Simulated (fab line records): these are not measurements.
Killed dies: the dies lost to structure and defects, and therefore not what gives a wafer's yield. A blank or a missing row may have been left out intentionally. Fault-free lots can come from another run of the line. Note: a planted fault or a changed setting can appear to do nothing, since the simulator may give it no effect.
Code-filled problem report in 8D (eight disciplines) form :: flow berkeley cmos170 :: the parts of the form that need people (team, actions taken, sign-off) are left out

1. THE PROBLEM
At UCB170_NWELL_STRIP_15, strip time to endpoint s averages 21.59 s over 6 wafers from 2 lots, while fault-free wafers read 18.02 s, standard deviation 0.1. That is +36 standard deviations from the usual mean.
The step: strips in O2.
Seen first at day 5 18:56 on plasma asher-04, wafer L547.2. The record holds 42 wafers of 14 lots with a number at this step. Rule for "out" (also "out of limits"): further than 4 standard deviations from the usual mean. The other wafers with a number count as sound.

2. WHAT IT IS AND WHAT IT IS NOT
question: which readings at this step
is: strip time to endpoint s
is not: drypump motor current A

question: which lots
is: L547, L548
is not: L531, L532, L533, L534, L535, L536, L537, L539, L541, L550, L553, L554

question: which wafers of those lots
is: all that have a number
is not: -

question: read on which tools
is: plasma asher-04
is not: plasma asher-01, plasma asher-02

question: when
is: from day 5 18:56
is not: up to then (27 sound wafers); but 9 sound wafers of L550, L553, L554 came after

3. SUSPECTS, AND WHAT RULES EACH OUT
Counting: a tool stays on the suspect list if, at a process step up to the reading, it processed all lots that are out and no sound lot following the first of them.
- rie diel-01 at UCB170_NWELL_ETCH_13 (etches Si3N4 in CH3F/Ar/O2, stops on SiO2, target depth 246.4 nm, time 154 s): ruled out as a lasting fault. Following L547 (day 5 18:41), the first lot on it that is out, the sound lots L554 were run on it.
- plasma asher-04 at UCB170_NWELL_STRIP_15 (strips in O2): ruled out as a lasting fault. Following L547 (day 5 18:56), the first lot on it that is out, the sound lots L553 were run on it.
Left after counting: nothing in the record.

4. THE CAUSE (what the simulator had put in)
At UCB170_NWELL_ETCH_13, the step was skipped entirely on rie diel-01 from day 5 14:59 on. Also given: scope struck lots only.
Counting ruled it out, wrongly: the rule takes a fault to strike every lot that its tool runs from its start on, and this one did not.

5. THE CHAIN OF EFFECTS, in route order
Each row: a reading whose mean over the struck wafers that have a number lies more than 3 standard deviations from the usual. Only readings for which the record gives a usual standard deviation are gone through. hours: the time from each lot's start at the first step in this table that gives one to its start at this step, as a median over the lots. sigmas: the change in usual standard deviations.
hours: 0
step: UCB170_NWELL_STRIP_15
reading: strip time to endpoint s
usual: 18.02 s
on struck wafers: 21.59
change: +3.57
sigmas: +36
It contains these process steps:
- UCB170_NWELL_STRIP_15: strips in O2.
Readings that are blank on the struck wafers while sound wafers have them: CH3F_flow_sccm at UCB170_NWELL_ETCH_13; O2_flow_sccm at UCB170_NWELL_ETCH_13; drypump motor current A at UCB170_NWELL_ETCH_13; oes product au at UCB170_NWELL_ETCH_13; throttle valve pct at UCB170_NWELL_ETCH_13.

6. HOW IT WOULD HAVE BEEN CAUGHT EARLIER
The fault began at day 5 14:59; the first out-of-limits reading in this record came at day 5 18:56, 4 hours later.
At UCB170_NWELL_ETCH_13 the tool's readings are blank on the struck wafers, where sound wafers have them: an empty tool record is the first sign, and it was there at once.
